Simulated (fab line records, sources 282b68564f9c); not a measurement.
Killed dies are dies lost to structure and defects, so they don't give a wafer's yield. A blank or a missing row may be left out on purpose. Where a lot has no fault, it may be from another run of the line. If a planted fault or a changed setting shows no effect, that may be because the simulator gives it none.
Which tool is to blame?	flow rit cmos	13 lots with 39 wafers sampled at 3 steps, on a route of 202 steps

WHAT THE GAUGES READ, wafer by wafer
RIT_SILICIDE_RS_MEAS_02: a four-point-probe measurement.
lot	measured	on	SILICIDE_TI_RS (ohm/sq)
L357	day 3 05:46	film metro-03	49.4 49.5 49.2
L358	day 3 08:47	film metro-03	49.5 48.9 49.8
L360	day 3 18:04	film metro-04	49.5 49.4 48.7
L361	day 4 03:25	film metro-03	49.2 49.7 48.8
L363	day 4 11:56	film metro-02	50.9 50.0 51.4
L364	day 4 14:56	film metro-03	50.4 50.2 50.4
L365	day 4 22:20	film metro-03	49.0 49.0 49.4
L366	day 5 04:31	film metro-04	50.5 51.1 50.9
L367	day 5 06:25	film metro-03	49.3 49.5 49.1
L368	day 5 13:35	film metro-03	49.7 49.0 49.7
L369	day 5 20:49	film metro-02	50.9 51.0 50.3
L370	day 5 22:53	film metro-04	49.9 50.6 50.0
L373	day 6 12:31	film metro-03	170.3 170.5 48.7 174.9 174.7 49.2

RIT_SILICIDE_THK_MEAS_03: measures by xrf.
lot	measured	on	SILICIDE_TI_THK (nm)
L357	day 3 05:53	film metro-03	29.2 29.0 29.3
L358	day 3 08:53	film metro-03	29.2 29.5 29.0
L360	day 3 18:10	film metro-04	28.8 29.0 29.1
L361	day 4 03:32	film metro-03	29.3 29.1 29.5
L363	day 4 12:04	film metro-02	28.3 28.7 28.1
L364	day 4 15:02	film metro-03	28.7 28.8 28.7
L365	day 4 22:26	film metro-03	29.4 29.4 29.2
L366	day 5 04:38	film metro-04	28.5 28.1 28.2
L367	day 5 06:32	film metro-03	29.0 29.0 29.3
L368	day 5 13:43	film metro-03	28.8 29.2 28.9
L369	day 5 20:56	film metro-02	28.1 28.1 28.2
L370	day 5 23:00	film metro-04	28.7 28.3 28.6
L373	day 6 14:57	film metro-03	11.2 11.1 29.3 11.1 11.1 29.4

WHAT TOOL EACH LOT RAN ON (gives the tool, then ch and the chambers of the sampled wafers, and finally the start)
lot	RIT_SILICIDE_SPUTTER_01
L357	pvd sputter-03, day 3 05:37
L358	pvd sputter-02, day 3 08:37
L360	pvd sputter-02, day 3 17:53
L361	pvd sputter-03, day 4 03:16
L363	pvd sputter-02, day 4 11:47
L364	pvd sputter-04, day 4 14:46
L365	pvd sputter-02, day 4 22:10
L366	pvd sputter-03, day 5 04:22
L367	pvd sputter-02, day 5 06:16
L368	pvd sputter-03, day 5 13:26
L369	pvd sputter-02, day 5 20:40
L370	pvd sputter-04, day 5 22:43
L373	pvd sputter-02, day 6 12:22
- RIT_SILICIDE_SPUTTER_01: material Ti, target thk 30 nm, time 234.8 s.

WHAT THE TOOLS THEMSELVES READ (means of the sampled wafers that have a number; where no wafer has one, the mark that the record gives instead)
RIT_SILICIDE_SPUTTER_01.
lot	tool	throttle valve pct (%)
L357	pvd sputter-03	29.1
L358	pvd sputter-02	28.6
L360	pvd sputter-02	30.0
L361	pvd sputter-03	29.6
L363	pvd sputter-02	29.2
L364	pvd sputter-04	30.2
L365	pvd sputter-02	29.5
L366	pvd sputter-03	29.1
L367	pvd sputter-02	29.3
L368	pvd sputter-03	29.6
L369	pvd sputter-02	30.0
L370	pvd sputter-04	30.0
L373	pvd sputter-02	29.2

THE ANSWER, worked out from the rows above alone
Rule: what is usual is taken from the lots themselves. Put in order of their means at a reading, lots are off if they are a third of the lots or fewer, leave a main group of 4 or more, and stand apart from it by a gap of 3 or more times the standard deviation of the main group's means; of several such gaps the widest counts. The tables above print the reading to a certain number of digits; a main group whose means all agree to those digits is not used. Also off: a lot with no number at a reading for which 4 or more lots have one. Where the step has rows for the other lots, those lots are counted as sound. The gauges are gone through in route order, then the tools' own readings, and for those a lot's mean is taken as printed above. At the first step where some lot is off, the reading lying furthest off is the one used; lots without a number count as furthest.
Off: L373, seen at RIT_SILICIDE_RS_MEAS_02 (SILICIDE_TI_RS). Main group: mean 49.8 ohm/sq, sd 0.65.
If a tool, at a process step before that reading, ran all the lots that are off and no sound lot after the first of them, it fits. The gauges at RIT_SILICIDE_RS_MEAS_02 are tried like those tools. 2 tools fit, pvd sputter-02 at RIT_SILICIDE_SPUTTER_01 and film metro-03 at RIT_SILICIDE_RS_MEAS_02, so this cannot tell which one it is.

WHAT HAD BEEN PUT IN BY THE SIMULATOR
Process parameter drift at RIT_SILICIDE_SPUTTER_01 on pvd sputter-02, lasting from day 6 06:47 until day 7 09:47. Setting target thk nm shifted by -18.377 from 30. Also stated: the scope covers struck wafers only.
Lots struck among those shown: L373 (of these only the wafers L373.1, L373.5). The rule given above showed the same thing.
